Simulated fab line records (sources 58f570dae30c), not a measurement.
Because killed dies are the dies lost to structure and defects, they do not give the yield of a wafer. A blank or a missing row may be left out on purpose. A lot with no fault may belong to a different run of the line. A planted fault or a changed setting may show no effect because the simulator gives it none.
2 desks, one fault || flow berkeley-cmos170 || only its own numbers are on each desk; what lay behind them is given at the end

== AT THE METROLOGY DESK ==
What the gauges read for every lot (on any tool): the sampled wafers with a number, averaged. The brackets show how far a lot's mean lies from the usual mean; more than 4 standard deviations puts the lot out of limits, marked OUT.
Columns: A = V1_BOW at UCB170_V1_BOW_MEAS_03, usual 19 um; B = V1_POLISHED_THK at UCB170_V1_THK_MEAS_04, usual 1000.2 nm; C = cd-nm at UCB170_M3_CD_MEAS_15, usual 700.0 nm
{"lot": "L600", "first seen here": "day 8 03:45", "A": 21, "B": 1000.3, "C": 701.2}
{"lot": "L601", "first seen here": "day 8 08:37", "A": 22, "B": 998.8, "C": 700.6}
{"lot": "L602", "first seen here": "day 8 18:49", "A": 14, "B": 999.6, "C": 699.5}
{"lot": "L605", "first seen here": "day 9 02:24", "A": 16, "B": 1000.9, "C": 700.9}
{"lot": "L603", "first seen here": "day 9 03:49", "A": 19, "B": 999.6, "C": 699.8}
{"lot": "L604", "first seen here": "day 9 05:04", "A": 20, "B": 1000.8, "C": 701.4}
{"lot": "L607", "first seen here": "day 9 22:46", "A": 18, "B": 999.5, "C": 699.1}
{"lot": "L606", "first seen here": "day 10 00:05", "A": 15, "B": 1001.0, "C": 698.9}
{"lot": "L611", "first seen here": "day 10 13:32", "A": 23, "B": 1000.8, "C": 699.3}
{"lot": "L615", "first seen here": "day 11 17:37", "A": 24, "B": 1001.1, "C": 701.2}
{"lot": "L618", "first seen here": "day 13 05:54", "A": 15, "B": 1000.4, "C": 698.8}
{"lot": "L619", "first seen here": "day 13 07:13", "A": 13, "B": 998.9, "C": 700.4}
{"lot": "L620", "first seen here": "day 13 15:59", "A": 21, "B": 999.7, "C": 698.2}
{"lot": "L621", "first seen here": "day 13 17:19", "A": 19, "B": 998.8, "C": 699.2}
{"lot": "L623", "first seen here": "day 13 21:36", "A": 22, "B": 999.8, "C": 700.8}
This desk found nothing out of limits on any of the 15 lots.

== AT THE TOOL OWNER'S DESK: rie-diel-04 ==
The tool's own readings at UCB170_CONTACT_ETCH_18 (etches PSG in CHF3/CF4/Ar, stops on TiSi2, target depth 840 nm, time 195 s): means of the sampled wafers that have a number, for each lot that ran on this tool. The brackets show how far a lot's mean lies from the usual mean; more than 4 standard deviations puts the lot out of limits, marked OUT.
Columns: A = chamber-pressure-mTorr at UCB170_CONTACT_ETCH_18, usual 200.01 mTorr; B = drypump-motor-current-A at UCB170_CONTACT_ETCH_18, usual 5.8 A; C = oes-product-au at UCB170_CONTACT_ETCH_18, usual 0.896 a.u.; D = throttle-valve-pct at UCB170_CONTACT_ETCH_18, usual 6.87 %
{"lot": "L600", "first seen here": "day 7 23:00", "A": 199.91, "B": 5.8, "C": 0.904, "D": 6.86}
{"lot": "L602", "first seen here": "day 8 14:00", "A": 200.03, "B": 5.7, "C": 0.891, "D": 6.88}
{"lot": "L605", "first seen here": "day 8 22:00", "A": 200.00, "B": 6.0, "C": 0.898, "D": 6.87}
{"lot": "L604", "first seen here": "day 8 23:00", "A": 200.03, "B": 5.5, "C": 0.900, "D": 6.86}
{"lot": "L606", "first seen here": "day 9 17:00", "A": 199.96, "B": 5.7, "C": 0.891, "D": 6.88}
{"lot": "L611", "first seen here": "day 10 09:00", "A": 199.94, "B": 5.2, "C": 0.891, "D": 6.85}
{"lot": "L621", "first seen here": "day 13 11:00", "A": 199.97, "B": 6.1, "C": 0.882, "D": 6.88}
This desk found nothing out of limits on any of the 7 lots.

== BROUGHT TOGETHER ==
From the metrology desk's view, nothing was out of limits.
The desk of the tool owner found nothing out of limits.

== WHAT THE SIMULATOR PUT IN ==
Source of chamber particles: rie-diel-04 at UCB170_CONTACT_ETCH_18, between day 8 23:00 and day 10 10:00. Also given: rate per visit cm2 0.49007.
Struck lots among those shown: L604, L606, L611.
